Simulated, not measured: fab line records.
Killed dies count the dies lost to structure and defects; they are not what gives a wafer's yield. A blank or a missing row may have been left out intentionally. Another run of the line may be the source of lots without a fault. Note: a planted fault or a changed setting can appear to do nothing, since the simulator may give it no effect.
Comparing a struck lot with a sound one	flow rit cmos	45 out of 202 route steps
Sound: these wafers, L745.1, L745.3, L745.6. Wafers L758.1, L758.4, L758.5 were the ones struck. The cause is named last.
Per side, at each step with rows, come the tool, then ch with its chambers, and then its first start. Under that, the readings that differ: sound wafers	struck wafers	difference of the means	sigmas: that difference in standard deviations of wafers without a fault.
alike: words and numbers the same on both sides, and readings whose means are apart by under 2 such deviations; not compared: readings that were withheld, readings missing a value for some wafer, numbers with overlapping values and no deviation given by the record, and bounds like >300 which may hide the same value.
The two part at a step that has a row with sigmas, a row that says differs or no value, or rows on one side only. Non-overlapping numbers with no deviation appear without sigmas and do not part them. Lack of a reading on every wafer of one side parts them only where that side has two or more wafers.

first, 1 step without rows for these wafers: RIT_ACTIVE_DEVELOP_10 (develop time 51.44 s).
RIT_ACTIVE_CD_MEAS_11 targets a cd of 1400 nm.
  struck on cd sem-02, day 4 22:47; sound on cd sem-02, day 2 05:34
  alike: cd nm
then, 1 step without rows for these wafers: RIT_ACTIVE_HARDBAKE_12 (time 60 s).
RIT_ACTIVE_ETCH_13: etches Si3N4 in SF6, stops on SiO2, time 210 s, target depth 210 nm.
  sound on rie diel-02 ch 0,2, day 2 05:50; struck on rie diel-01 ch 1,2,3, day 4 23:04
  alike: drypump motor current A, oes product au, throttle valve pct
  not compared: rf hours counter h
RIT_ACTIVE_STRIP_14: strips in O2, time 180 s.
  sound on plasma asher-04 ch 0,1, day 2 05:58; struck on plasma asher-02 ch 0,1, day 4 23:11
  alike: drypump motor current A, o2 flow sccm, rf refl power W
  not compared: rf hours counter h
RIT_ACTIVE_CD_MEAS_90 targets a cd of 1400 nm.
  struck on cd sem-02, day 4 23:22; sound on cd sem-02, day 2 06:08
  alike: cd nm
then, 4 steps without rows for these wafers: RIT_ACTIVE_CLEAN_15 (cleans in SC1, time 600 s); RIT_ACTIVE_CLEAN_16 (cleans in dHF, time 30 s); RIT_ACTIVE_CLEAN_17 (cleans in SC2, time 600 s); RIT_FOX1_OXIDATION_00 (target thk 350.7 nm, ox time 1130 s).
RIT_FOX1_THK_MEAS_01:
  struck on film metro-04, day 5 01:33; sound on film metro-04, day 2 09:02
  alike: FOX1_OXIDE_THK
then, 1 step without rows for these wafers: RIT_FOX1_WET_ETCH_02 (etches SiO2 in BOE, target depth 350 nm, time 390 s).
RIT_FOX2_OXIDATION_00: target thk 350.7 nm, ox time 1130 s.
  sound on furnace-01 ch 0, day 2 10:43; struck on furnace-01 ch 0, day 5 02:34
reading	sound	struck	difference	sigmas
spike tc centre C (C)	1103.6 1103.3 1103.1	1155.3 1154.0 1154.8	+51.4	+30
spike tc load C (C)	1125.7 1127.9 1126.6	1178.6 1179.0 1179.7	+52.4	+48
spike tc source C (C)	1128.7 1124.7 1125.1	1178.3 1177.7 1178.3	+51.9	+40
tube center temp C (C)	1099.9 1099.7 1100	1150.9 1150.7 1150.7	+50.9	+99 or more
tube_center_temp_C_max	1102.4 1103.5 1102.8	1153.5 1154.4 1153.6	+50.9	+99 or more
model.SiO2_of_FOX2_OXIDATION_00.thk nm (nm)	349.2 344.7 352	430 428.5 424	+79	
RIT_FOX2_THK_MEAS_01:
  struck on film metro-01, day 5 03:52; sound on film metro-01, day 2 12:02
reading	sound	struck	difference	sigmas
FOX2_OXIDE_THK (nm)	349 345 352	430 429 424	+79	+12
then, 2 steps without rows for these wafers: RIT_FOX2_CLEAN_02 (cleans in dHF, time 171.4 s); RIT_FOX2_WET_ETCH_03 (etches Si3N4 in H3PO4, target depth 195 nm, time 2700 s).
RIT_FOX2_THK_MEAS_90:
  struck on film metro-04, day 5 04:45; sound on film metro-03, day 2 12:59
reading	sound	struck	difference	sigmas
FIELD_OXIDE_LEFT_1_THK (nm)	323 318 325	404 402 398	+79	+12
then, 6 steps without rows for these wafers: RIT_NWELL_HMDS_00 (prime time 62.67 s); RIT_NWELL_COAT_01 (resist thk 1300 nm); RIT_NWELL_SOFTBAKE_02 (time 60 s); RIT_NWELL_EXPOSE_03 (exposes mask M2, target cd 43900 nm); RIT_NWELL_PEB_04; RIT_NWELL_DEVELOP_05 (develop time 68 s).
RIT_NWELL_OVL_MEAS_06:
  struck on overlay-02, day 5 05:41; sound on overlay-02, day 2 13:55
  alike: NWELL_OVL
then, 2 steps without rows for these wafers: RIT_NWELL_HARDBAKE_07 (time 120 s); RIT_NWELL_IMPLANT_08.
RIT_NWELL_STRIP_09: strips in O2, time 180 s.
  sound on plasma asher-04 ch 0,1, day 2 14:21; struck on plasma asher-04 ch 0,1, day 5 06:08
reading	sound	struck	difference	sigmas
o2 flow sccm (sccm)	4003 4005 4024	3993 3979 3993	-22	-2
  alike: drypump motor current A, rf refl power W
  not compared: rf hours counter h
RIT_NWELL_TW_MEAS_10:
  struck on film metro-02, day 5 06:19; sound on film metro-04, day 2 14:32
  alike: NWELL_TW
then, 6 steps without rows for these wafers: RIT_PWELL_HMDS_00 (prime time 60 s); RIT_PWELL_COAT_01 (resist thk 1300 nm); RIT_PWELL_SOFTBAKE_02 (time 60 s); RIT_PWELL_EXPOSE_03 (exposes mask M3, target cd 43700 nm); RIT_PWELL_PEB_04; RIT_PWELL_DEVELOP_05 (develop time 68 s).
RIT_PWELL_OVL_MEAS_06:
  struck on overlay-02, day 5 07:15; sound on overlay-02, day 2 15:28
  alike: PWELL_OVL
then, 2 steps without rows for these wafers: RIT_PWELL_HARDBAKE_07 (time 120 s); RIT_PWELL_IMPLANT_08.
RIT_PWELL_STRIP_09: strips in O2, time 180 s.
  sound on plasma asher-02 ch 1, day 2 15:54; struck on plasma asher-03 ch 0,1, day 5 07:41
reading	sound	struck	difference	sigmas
drypump motor current A (A)	5.33 5.33 5.33	6.10 5.98 6.11	+0.73	+3
rf refl power W (W)	6.2 6.0 6.0	7.9 8.2 7.6	+1.8	+3
  alike: o2 flow sccm
  not compared: rf hours counter h
RIT_PWELL_TW_MEAS_10:
  struck on film metro-02, day 5 07:52; sound on film metro-04, day 2 16:05
  alike: PWELL_TW
then, 1 step without rows for these wafers: RIT_WELLDRIVE_ANNEAL_00 (time 14700 s).
RIT_WELLDRIVE_RS_MEAS_01: uses a four-point probe to measure.
  struck on film metro-02, day 5 13:01; sound on film metro-03, day 2 21:46
  alike: NWELL_RS
RIT_WELLDRIVE_RS_MEAS_02: uses a four-point probe to measure.
  struck on film metro-02, day 5 13:08; sound on film metro-03, day 2 21:53
  alike: PWELL_RS
RIT_FOX2_THK_MEAS_91:
  struck on film metro-04, day 5 17:04; sound on film metro-03, day 3 01:31
reading	sound	struck	difference	sigmas
FIELD_OXIDE_LEFT_2_THK (nm)	255 250 257	336 334 330	+79	+12
RIT_SILICIDE_WET_ETCH_00: etches SiO2 in BOE, target depth 14 nm, time 15 s.
  sound on wet bench-01 ch 0, day 3 21:35; struck on wet bench-04 ch 1, day 6 10:45
reading	sound	struck	difference	sigmas
model.SiO2_of_FOX2_OXIDATION_00.thk nm (nm)	149.7 146.1 152.5	230.5 229.4 225.1	+78.9	
RIT_M1_PROBE_99:
  struck on prober-02, day 6 20:12; sound on prober-01, day 4 04:29
reading	sound	struck	difference	sigmas
model.etest.nldd.width nm (nm)	3188 3177 3188	3062 3066 3076	-116	
model.etest.pldd.width nm (nm)	3178 3175 3184	3060 3069 3052	-119	
model.etest.nplus sal.width nm (nm)	3434 3428 3440	3373 3378 3388	-54	
model.etest.pplus sal.width nm (nm)	3418 3436 3422	3372 3393 3361	-50	
model.etest.pwell.rs ohm sq	411.8 409.1 406.1	439.9 436.1 432.9	+27.3	
model.etest.nmos narrow.drive ua um	216.6 218.6 218.4	199.7 201.9 205.6	-15.5	
model.etest.pmos narrow.drive ua um	100.4 100.8 100.3	90.85 92.26 93.7	-8.23	
model.etest.field n.vt v (V)	34.86 34.21 35.17	44.82 44.77 44.26	+9.87	
  alike: killed_at_M0_to_M3, killed at contacts, killed at front end, killed dies, killed open, killed short

== WHERE THEY PART ==
First at RIT_FOX2_OXIDATION_00; last, within this record, at RIT_FOX2_THK_MEAS_91. Later steps at which nothing parts them and some readings are alike: RIT_M1_PROBE_99.

WHY: whatever the simulator had introduced
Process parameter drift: furnace-01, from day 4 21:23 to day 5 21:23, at RIT_FOX2_OXIDATION_00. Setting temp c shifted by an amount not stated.
